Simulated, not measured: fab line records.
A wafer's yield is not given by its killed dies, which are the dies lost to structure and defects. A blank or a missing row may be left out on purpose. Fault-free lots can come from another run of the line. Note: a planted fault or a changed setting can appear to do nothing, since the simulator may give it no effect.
Comparing a struck lot with a sound one || flow berkeley cmos170 || 18 steps out of a route of 331
Sound: these wafers, L937.2, L937.4, L937.5. Wafers L940.1, L940.2, L940.6 were the ones struck. The cause comes at the end.
Order at every step that has rows: each side's tool, ch and its chambers, its first start. Under that, the readings that differ: sound wafers || struck wafers || difference of the means || sigmas: that difference in standard deviations of wafers without a fault.
alike: same words and numbers on both sides, and readings whose means sit less than 2 such deviations apart. not compared: any withheld reading, any reading some wafer has no value for, any bound like >300 that may hide the same value, and any number with overlapping values for which the record gives no deviation.
Wherever a step has rows on one side only, a row that says differs or no value, or a row with sigmas, the two part there. Non-overlapping numbers with no deviation appear without sigmas and do not part them. A reading that every wafer of one side lacks parts them only if that side has two wafers or more.

first, 3 steps without rows for these wafers: UCB170_PSD_EXPOSE_03 (exposes mask PSELECT MOD, target cd 1200 nm); UCB170_PSD_PEB_04; UCB170_PSD_DEVELOP_05 (develop time 45 s).
UCB170_PSD_CD_MEAS_06 targets a cd of 1200 nm.
  struck on cd sem-01, day 9 16:32; sound on cd sem-02, day 8 23:34
  alike: cd nm
UCB170_PSD_OVL_MEAS_07:
  struck on overlay-02, day 9 16:40; sound on overlay-02, day 8 23:40
{"reading": "PSD_OVL (nm)", "sound": "1 -9 -1", "struck": "3 15 9", "difference": "+12", "sigmas": "+2"}
then, 1 step without rows for these wafers: UCB170_PSD_IMPLANT_08.
UCB170_PSD_STRIP_09: strips in O2.
  sound on plasma asher-04 ch 0,1, day 8 23:50; struck on plasma asher-03 ch 0,1, day 9 16:50
{"reading": "strip time to endpoint s (s)", "sound": "29.29 29.35 29.40", "struck": "29.50 29.56 29.59", "difference": "+0.20", "sigmas": "+3"}
  alike: drypump motor current A, oes product au
  not compared: rf hours counter h
UCB170_PSD_TW_MEAS_10:
  struck on film metro-02, day 9 16:56; sound on film metro-02, day 8 23:57
  alike: PSD_TW
then, 4 steps without rows for these wafers: UCB170_PSD_CLEAN_11 (cleans in SPM, time 600 s); UCB170_NSD_HMDS_00 (prime time 60 s); UCB170_NSD_COAT_01 (resist thk 900 nm); UCB170_NSD_SOFTBAKE_02 (time 60 s).
UCB170_NSD_EXPOSE_03: exposes mask NSELECT MOD, target cd 1200 nm.
  sound on krf scanner-02 ch 0, day 9 00:46; struck on krf scanner-01 ch 0, day 9 17:57
  alike: mask, reticle temp C
then, 2 steps without rows for these wafers: UCB170_NSD_PEB_04; UCB170_NSD_DEVELOP_05 (develop time 45 s).
UCB170_NSD_CD_MEAS_06 targets a cd of 1200 nm.
  struck on cd sem-02, day 9 18:30; sound on cd sem-02, day 9 01:10
{"reading": "cd nm (nm)", "sound": "1199.8 1201.0 1198.8", "struck": "1218.2 1204.8 1206.0", "difference": "+9.8", "sigmas": "+7"}
UCB170_NSD_OVL_MEAS_07:
  struck on overlay-01, day 9 18:37; sound on overlay-02, day 9 01:16
  alike: NSD_OVL
UCB170_M3_PROBE_99:
  rows exist in the record for the struck wafers here (prober-02, day 10 22:35), but not for the sound ones

WHERE THEY PART
First at UCB170_PSD_OVL_MEAS_07; last, within this record, at UCB170_M3_PROBE_99.

WHY: what had been put in by the simulator
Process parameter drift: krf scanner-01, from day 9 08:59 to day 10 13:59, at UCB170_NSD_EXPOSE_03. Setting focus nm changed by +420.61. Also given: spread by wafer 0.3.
